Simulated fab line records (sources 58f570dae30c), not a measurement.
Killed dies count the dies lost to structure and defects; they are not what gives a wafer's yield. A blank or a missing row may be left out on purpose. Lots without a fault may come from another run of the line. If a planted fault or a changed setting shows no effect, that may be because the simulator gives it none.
Which tool was responsible? || flow berkeley_cmos170 || 14 lots with 42 wafers sampled at 4 steps, on a route of 331 steps

## WHAT THE GAUGES READ, wafer by wafer
UCB170_V2_OVL_MEAS_13. Usual: V2_OVL -6 nm, standard deviation 5.6.
{"lot": "L124", "measured": "day 6 20:43", "on": "overlay-01", "V2_OVL (nm)": "-12 -6 -12", "flag": ""}
{"lot": "L125", "measured": "day 7 13:26", "on": "overlay-01", "V2_OVL (nm)": "-1 0 0", "flag": ""}
{"lot": "L126", "measured": "day 7 14:05", "on": "overlay-02", "V2_OVL (nm)": "-6 -11 -20", "flag": ""}
{"lot": "L127", "measured": "day 8 05:53", "on": "overlay-02", "V2_OVL (nm)": "-5 0 -4", "flag": ""}
{"lot": "L130", "measured": "day 8 06:41", "on": "overlay-01", "V2_OVL (nm)": "2 3 9", "flag": ""}
{"lot": "L131", "measured": "day 8 13:32", "on": "overlay-02", "V2_OVL (nm)": "-7 2 8", "flag": ""}
{"lot": "L133", "measured": "day 9 10:25", "on": "overlay-02", "V2_OVL (nm)": "-6 -5 -7", "flag": ""}
{"lot": "L132", "measured": "day 9 09:49", "on": "overlay-02", "V2_OVL (nm)": "-9 0 -3", "flag": ""}
{"lot": "L137", "measured": "day 9 18:13", "on": "overlay-01", "V2_OVL (nm)": "-2 6 1", "flag": ""}
{"lot": "L141", "measured": "day 11 05:38", "on": "overlay-02", "V2_OVL (nm)": "-5 -3 -10", "flag": ""}
{"lot": "L142", "measured": "day 11 11:57", "on": "overlay-02", "V2_OVL (nm)": "-9 2 -3", "flag": ""}
{"lot": "L144", "measured": "day 11 21:50", "on": "overlay-02", "V2_OVL (nm)": "7 1 0", "flag": ""}
{"lot": "L145", "measured": "day 12 07:57", "on": "overlay-02", "V2_OVL (nm)": "-12 -14 -7", "flag": ""}
{"lot": "L147", "measured": "day 12 04:32", "on": "overlay-02", "V2_OVL (nm)": "-1 -2 0", "flag": ""}

## TOOL THAT RAN EACH LOT (tool first, then ch and the chambers of the sampled wafers, then the start)
{"lot": "L124", "UCB170_PWELL_WET_ETCH_20": "wet_bench-01 ch 2, day 2 18:34", "UCB170_PLDD_STRIP_10": "plasma_asher-01 ch 0,1, day 5 08:39", "UCB170_CONTACT_ETCH_18": "rie_diel-02 ch 0,1,2, day 6 20:43 or earlier"}
{"lot": "L125", "UCB170_PWELL_WET_ETCH_20": "wet_bench-02 ch 1, day 3 02:15", "UCB170_PLDD_STRIP_10": "plasma_asher-02 ch 0,1, day 6 02:35", "UCB170_CONTACT_ETCH_18": "rie_diel-04 ch 1,2,3, day 7 13:26 or earlier"}
{"lot": "L126", "UCB170_PWELL_WET_ETCH_20": "wet_bench-03 ch 2, day 3 06:20", "UCB170_PLDD_STRIP_10": "plasma_asher-01 ch 0,1, day 6 02:24", "UCB170_CONTACT_ETCH_18": "rie_diel-03 ch 0,2,3, day 7 14:05 or earlier"}
{"lot": "L127", "UCB170_PWELL_WET_ETCH_20": "wet_bench-03 ch 3, day 3 13:04", "UCB170_PLDD_STRIP_10": "plasma_asher-04 ch 0,1, day 6 16:02", "UCB170_CONTACT_ETCH_18": "rie_diel-02 ch 2,3, day 8 05:53 or earlier"}
{"lot": "L130", "UCB170_PWELL_WET_ETCH_20": "wet_bench-01 ch 2, day 4 08:43", "UCB170_PLDD_STRIP_10": "plasma_asher-01 ch 0,1, day 6 19:47", "UCB170_CONTACT_ETCH_18": "rie_diel-03 ch 0,3, day 8 06:41 or earlier"}
{"lot": "L131", "UCB170_PWELL_WET_ETCH_20": "wet_bench-02 ch 3, day 4 19:04", "UCB170_PLDD_STRIP_10": "plasma_asher-02 ch 0,1, day 7 05:16", "UCB170_CONTACT_ETCH_18": "rie_diel-03 ch 1,2,3, day 8 13:32 or earlier"}
{"lot": "L133", "UCB170_PWELL_WET_ETCH_20": "wet_bench-02 ch 0, day 5 00:24", "UCB170_PLDD_STRIP_10": "plasma_asher-02 ch 0,1, day 8 03:29", "UCB170_CONTACT_ETCH_18": "rie_diel-03 ch 0,1,2, day 9 10:25 or earlier"}
{"lot": "L132", "UCB170_PWELL_WET_ETCH_20": "wet_bench-01 ch 0, day 5 00:52", "UCB170_PLDD_STRIP_10": "plasma_asher-02 ch 0,1, day 8 03:44", "UCB170_CONTACT_ETCH_18": "rie_diel-04 ch 0,3, day 9 09:49 or earlier"}
{"lot": "L137", "UCB170_PWELL_WET_ETCH_20": "wet_bench-03 ch 1, day 5 20:02", "UCB170_PLDD_STRIP_10": "plasma_asher-01 ch 0,1, day 8 13:06", "UCB170_CONTACT_ETCH_18": "rie_diel-04 ch 0,1,3, day 9 18:13 or earlier"}
{"lot": "L141", "UCB170_PWELL_WET_ETCH_20": "wet_bench-02 ch 3, day 6 15:38", "UCB170_PLDD_STRIP_10": "plasma_asher-04 ch 0,1, day 9 14:04", "UCB170_CONTACT_ETCH_18": "rie_diel-03 ch 1,2, day 11 05:38 or earlier"}
{"lot": "L142", "UCB170_PWELL_WET_ETCH_20": "wet_bench-02 ch 2, day 6 20:43", "UCB170_PLDD_STRIP_10": "plasma_asher-02 ch 0,1, day 10 03:17", "UCB170_CONTACT_ETCH_18": "rie_diel-02 ch 1,2,3, day 11 11:57 or earlier"}
{"lot": "L144", "UCB170_PWELL_WET_ETCH_20": "wet_bench-01 ch 2, day 7 07:30", "UCB170_PLDD_STRIP_10": "plasma_asher-01 ch 0,1, day 10 08:46", "UCB170_CONTACT_ETCH_18": "rie_diel-04 ch 0,1,2, day 11 21:50 or earlier"}
{"lot": "L145", "UCB170_PWELL_WET_ETCH_20": "wet_bench-01 ch 3, day 7 12:24", "UCB170_PLDD_STRIP_10": "plasma_asher-02 ch 0,1, day 10 14:50", "UCB170_CONTACT_ETCH_18": "rie_diel-02 ch 0,1, day 12 07:57 or earlier"}
{"lot": "L147", "UCB170_PWELL_WET_ETCH_20": "wet_bench-01 ch 1, day 7 20:51", "UCB170_PLDD_STRIP_10": "plasma_asher-02 ch 0,1, day 10 22:23", "UCB170_CONTACT_ETCH_18": "rie_diel-03 ch 0,1,3, day 12 04:32 or earlier"}
- UCB170_PWELL_WET_ETCH_20: etches SiO2 in BOE, time 22 s.
- UCB170_PLDD_STRIP_10: strips in O2.
- UCB170_CONTACT_ETCH_18: etches PSG in CHF3/CF4/Ar, stops on TiSi2, target depth 840 nm, time 195 s.

## AS READ BY THE TOOLS THEMSELVES (means over the sampled wafers that have a number; for cases with no such wafer, the mark the record gives instead)
UCB170_PLDD_STRIP_10. Usual: drypump_motor_current_A 5.52 A, standard deviation 0.2; oes_product_au 0.735 a.u., standard deviation 0.0042; strip_time_to_endpoint_s 21.63 s, standard deviation 0.07.
{"lot": "L124", "tool": "plasma_asher-01", "drypump_motor_current_A (A)": 5.45, "oes_product_au (a.u.)": 0.735, "strip_time_to_endpoint_s (s)": 21.59, "flag": ""}
{"lot": "L125", "tool": "plasma_asher-02", "drypump_motor_current_A (A)": 5.53, "oes_product_au (a.u.)": 0.734, "strip_time_to_endpoint_s (s)": 21.59, "flag": ""}
{"lot": "L126", "tool": "plasma_asher-01", "drypump_motor_current_A (A)": 5.42, "oes_product_au (a.u.)": 0.733, "strip_time_to_endpoint_s (s)": 21.61, "flag": ""}
{"lot": "L127", "tool": "plasma_asher-04", "drypump_motor_current_A (A)": 5.76, "oes_product_au (a.u.)": 0.733, "strip_time_to_endpoint_s (s)": 21.52, "flag": ""}
{"lot": "L130", "tool": "plasma_asher-01", "drypump_motor_current_A (A)": 5.45, "oes_product_au (a.u.)": 0.739, "strip_time_to_endpoint_s (s)": 21.64, "flag": ""}
{"lot": "L131", "tool": "plasma_asher-02", "drypump_motor_current_A (A)": 5.53, "oes_product_au (a.u.)": 0.739, "strip_time_to_endpoint_s (s)": 21.68, "flag": ""}
{"lot": "L133", "tool": "plasma_asher-02", "drypump_motor_current_A (A)": 5.53, "oes_product_au (a.u.)": 0.734, "strip_time_to_endpoint_s (s)": 21.50, "flag": ""}
{"lot": "L132", "tool": "plasma_asher-02", "drypump_motor_current_A (A)": 5.55, "oes_product_au (a.u.)": 0.737, "strip_time_to_endpoint_s (s)": 21.66, "flag": ""}
{"lot": "L137", "tool": "plasma_asher-01", "drypump_motor_current_A (A)": 5.44, "oes_product_au (a.u.)": 0.739, "strip_time_to_endpoint_s (s)": 21.69, "flag": ""}
{"lot": "L141", "tool": "plasma_asher-04", "drypump_motor_current_A (A)": 5.76, "oes_product_au (a.u.)": 0.734, "strip_time_to_endpoint_s (s)": 21.64, "flag": ""}
{"lot": "L142", "tool": "plasma_asher-02", "drypump_motor_current_A (A)": 5.55, "oes_product_au (a.u.)": 0.734, "strip_time_to_endpoint_s (s)": 21.60, "flag": ""}
{"lot": "L144", "tool": "plasma_asher-01", "drypump_motor_current_A (A)": 5.42, "oes_product_au (a.u.)": 0.731, "strip_time_to_endpoint_s (s)": 21.64, "flag": ""}
{"lot": "L145", "tool": "plasma_asher-02", "drypump_motor_current_A (A)": 5.52, "oes_product_au (a.u.)": 0.734, "strip_time_to_endpoint_s (s)": 21.62, "flag": ""}
{"lot": "L147", "tool": "plasma_asher-02", "drypump_motor_current_A (A)": 5.55, "oes_product_au (a.u.)": 0.737, "strip_time_to_endpoint_s (s)": 21.67, "flag": ""}

UCB170_CONTACT_ETCH_18. Usual: drypump_motor_current_A 6.0 A, standard deviation 0.42; mfc_ar_sccm 150.0 sccm, standard deviation 0.44; oes_product_au 0.886 a.u., standard deviation 0.016; throttle_valve_pct 6.95 %, standard deviation 0.13.
{"lot": "L124", "tool": "rie_diel-02", "drypump_motor_current_A (A)": 5.4, "mfc_ar_sccm (sccm)": 149.9, "oes_product_au (a.u.)": 0.896, "throttle_valve_pct (%)": 6.92, "flag": ""}
{"lot": "L125", "tool": "rie_diel-04", "drypump_motor_current_A (A)": 6.2, "mfc_ar_sccm (sccm)": 150.4, "oes_product_au (a.u.)": 0.887, "throttle_valve_pct (%)": 7.00, "flag": ""}
{"lot": "L126", "tool": "rie_diel-03", "drypump_motor_current_A (A)": 6.3, "mfc_ar_sccm (sccm)": 149.6, "oes_product_au (a.u.)": 0.878, "throttle_valve_pct (%)": 6.95, "flag": ""}
{"lot": "L127", "tool": "rie_diel-02", "drypump_motor_current_A (A)": 5.7, "mfc_ar_sccm (sccm)": 150.1, "oes_product_au (a.u.)": 0.896, "throttle_valve_pct (%)": 6.93, "flag": ""}
{"lot": "L130", "tool": "rie_diel-03", "drypump_motor_current_A (A)": 6.0, "mfc_ar_sccm (sccm)": 150.3, "oes_product_au (a.u.)": 0.896, "throttle_valve_pct (%)": 6.89, "flag": ""}
{"lot": "L131", "tool": "rie_diel-03", "drypump_motor_current_A (A)": 6.0, "mfc_ar_sccm (sccm)": 149.7, "oes_product_au (a.u.)": 0.879, "throttle_valve_pct (%)": 6.96, "flag": ""}
{"lot": "L133", "tool": "rie_diel-03", "drypump_motor_current_A (A)": 6.4, "mfc_ar_sccm (sccm)": 150.2, "oes_product_au (a.u.)": 0.870, "throttle_valve_pct (%)": 7.00, "flag": ""}
{"lot": "L132", "tool": "rie_diel-04", "drypump_motor_current_A (A)": 6.4, "mfc_ar_sccm (sccm)": 149.9, "oes_product_au (a.u.)": 0.906, "throttle_valve_pct (%)": 7.00, "flag": ""}
{"lot": "L137", "tool": "rie_diel-04", "drypump_motor_current_A (A)": 6.2, "mfc_ar_sccm (sccm)": 150.0, "oes_product_au (a.u.)": 0.882, "throttle_valve_pct (%)": 6.92, "flag": ""}
{"lot": "L141", "tool": "rie_diel-03", "drypump_motor_current_A (A)": 6.0, "mfc_ar_sccm (sccm)": 149.8, "oes_product_au (a.u.)": 0.874, "throttle_valve_pct (%)": 6.99, "flag": ""}
{"lot": "L142", "tool": "rie_diel-02", "drypump_motor_current_A (A)": 5.5, "mfc_ar_sccm (sccm)": 149.9, "oes_product_au (a.u.)": 0.898, "throttle_valve_pct (%)": 6.88, "flag": ""}
{"lot": "L144", "tool": "rie_diel-04", "drypump_motor_current_A (A)": 6.1, "mfc_ar_sccm (sccm)": 149.7, "oes_product_au (a.u.)": 0.880, "throttle_valve_pct (%)": 6.89, "flag": ""}
{"lot": "L145", "tool": "rie_diel-02", "drypump_motor_current_A (A)": 5.4, "mfc_ar_sccm (sccm)": 149.4, "oes_product_au (a.u.)": 0.890, "throttle_valve_pct (%)": 7.01, "flag": ""}
{"lot": "L147", "tool": "rie_diel-03", "drypump_motor_current_A (A)": 6.1, "mfc_ar_sccm (sccm)": 150.6, "oes_product_au (a.u.)": 0.878, "throttle_valve_pct (%)": 6.91, "flag": ""}

## THE ANSWER, worked out from the rows above alone
Rule: take the mean of a lot's wafers that have a number; if it is more than 3 standard deviations from the usual mean, the lot is off. Also off: a lot with no number at a reading for which 4 or more lots have one. All remaining lots with rows at the step are treated as sound. Order of review: gauges by route order, followed by the tools' own readings, for which a lot's mean as printed above is used. At the first step where some lot is off, the reading lying furthest off is the one used; lots without a number count as furthest.
No lot is off on any of the readings shown, so nothing can be concluded from this.

## WHAT WAS PUT IN BY THE SIMULATOR
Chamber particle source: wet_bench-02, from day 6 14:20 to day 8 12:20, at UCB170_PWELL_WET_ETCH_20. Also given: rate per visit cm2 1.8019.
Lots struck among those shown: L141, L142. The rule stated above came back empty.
